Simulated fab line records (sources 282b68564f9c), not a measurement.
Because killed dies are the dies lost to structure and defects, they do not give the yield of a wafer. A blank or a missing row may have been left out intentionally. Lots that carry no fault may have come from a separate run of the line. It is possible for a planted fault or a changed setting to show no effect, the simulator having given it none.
A struck lot beside a sound one | flow rit-cmos | 17 out of 202 route steps
Sound: wafers L366.3, L366.4, L366.5. Struck: wafers L374.3, L374.4, L374.5. The cause is given at the end.
For every step that has rows: the tool of each side, followed by ch and its chambers, followed by its first start. Under that, the readings that differ: sound wafers | struck wafers | difference of the means | sigmas: that difference in standard deviations of wafers without a fault.
alike: same words and numbers on both sides, and readings whose means sit less than 2 such deviations apart. not compared: any withheld reading, any reading some wafer has no value for, any bound like >300 that may hide the same value, and any number with overlapping values for which the record gives no deviation.
A row with sigmas, a row that says differs or no value, or rows on one side alone: a step with any of these is where the two part. Numbers that don't overlap but have no deviation are shown without sigmas and don't part them. A reading that every wafer of one side lacks parts them only if that side has two wafers or more.

RIT_CONTACT_STRIP_12: strips in O2, time 180 s.
  sound on plasma-asher-03 ch 0,1, day 4 08:44; struck on plasma-asher-01 ch 0,1, day 6 01:49
  alike: drypump-motor-current-A
  not compared: rf-hours-counter-h
RIT_CONTACT_CD_MEAS_90 targets a cd of 1000 nm.
  sound on cd-sem-02, day 4 08:54; struck on cd-sem-02, day 6 01:58
  reading    | sound                | struck            | difference | sigmas
  cd-nm (nm) | 1002.5 1003.5 1005.6 | 998.4 996.8 996.9 | -6.5       | -2
then, 2 steps without rows for these wafers: RIT_CONTACT_CLEAN_13 (cleans in SC1, time 600 s); RIT_CONTACT_CLEAN_14 (cleans in SC2, time 600 s).
RIT_M1_SPUTTER_00: material Al, target thk 400 nm, time 500 s.
  sound on pvd-sputter-02, day 4 09:20; struck on pvd-sputter-03, day 6 02:24
  alike: chamber-pressure-pa, throttle-valve-pct
RIT_M1_RS_MEAS_01: measures by four-point-probe.
  sound on film-metro-04, day 4 09:41; struck on film-metro-04, day 6 02:44
  alike: M1_AL_RS
RIT_M1_THK_MEAS_02: measures by xrf.
  sound on film-metro-04, day 4 09:47; struck on film-metro-04, day 6 02:50
  alike: M1_AL_THK
then, 5 steps without rows for these wafers: RIT_M1_HMDS_03 (prime time 60 s); RIT_M1_COAT_04 (resist thk 1300 nm); RIT_M1_SOFTBAKE_05 (time 60 s); RIT_M1_EXPOSE_06 (exposes mask M12, target cd 2600 nm); RIT_M1_PEB_07.
RIT_M1_DEVELOP_08: develop time 68 s.
  sound on litho-track-04 ch 0, day 4 10:00; struck on litho-track-03 ch 0, day 6 03:00
RIT_M1_CD_MEAS_09 targets a cd of 2600 nm.
  sound on cd-sem-01, day 4 10:57; struck on cd-sem-01, day 6 03:47
  reading    | sound                | struck | difference                    | sigmas
  cd-nm (nm) | 2601.8 2600.6 2601.8 | - - -  | no value on the struck wafers |
RIT_M1_OVL_MEAS_10:
  sound on overlay-01, day 4 11:02; struck on overlay-01, day 6 03:53
  reading     | sound       | struck | difference                    | sigmas
  M1_OVL (nm) | 2.0 1.4 1.2 | - - -  | no value on the struck wafers |
then, 1 step without rows for these wafers: RIT_M1_HARDBAKE_11 (time 120 s).
RIT_M1_PROBE_99:
  sound on prober-01, day 4 14:29; struck on prober-01, day 6 06:31
  reading                  | sound          | struck         | difference | sigmas
  defect-limited-yield (%) | 99.2 98.5 98.1 | 0 0 0          | -99        | -82
  killed_at_M0_to_M3       | 0 0 0          | 252 253 257    | +254       |
  killed-dies              | 2 4 5          | 264 264 264    | +260       | +84
  killed-on-rim            | 1 0 2          | 70 70 70       | +69        | +49
  killed-short             | 1 2 1          | 9 6 2          | +4         | +2
  sort_bin_5_function (%)  | 0.8 0.4 1.5    | 98.9 98.9 99.2 | +98.1      | +99 or more
  sort-n-pass              | 262 260 259    | 0 0 0          | -260       | -84
  sort-yield-pct (%)       | 99.2 98.5 98.1 | 0 0 0          | -99        | -82
  alike: killed-at-contacts, killed-at-front-end, killed-open, sort_bin_3_pad_short, sort_bin_6_memory

## WHERE THEY PART
Last at RIT_M1_PROBE_99 as far as this record goes, first at RIT_CONTACT_CD_MEAS_90.

WHY: the cause the simulator had injected
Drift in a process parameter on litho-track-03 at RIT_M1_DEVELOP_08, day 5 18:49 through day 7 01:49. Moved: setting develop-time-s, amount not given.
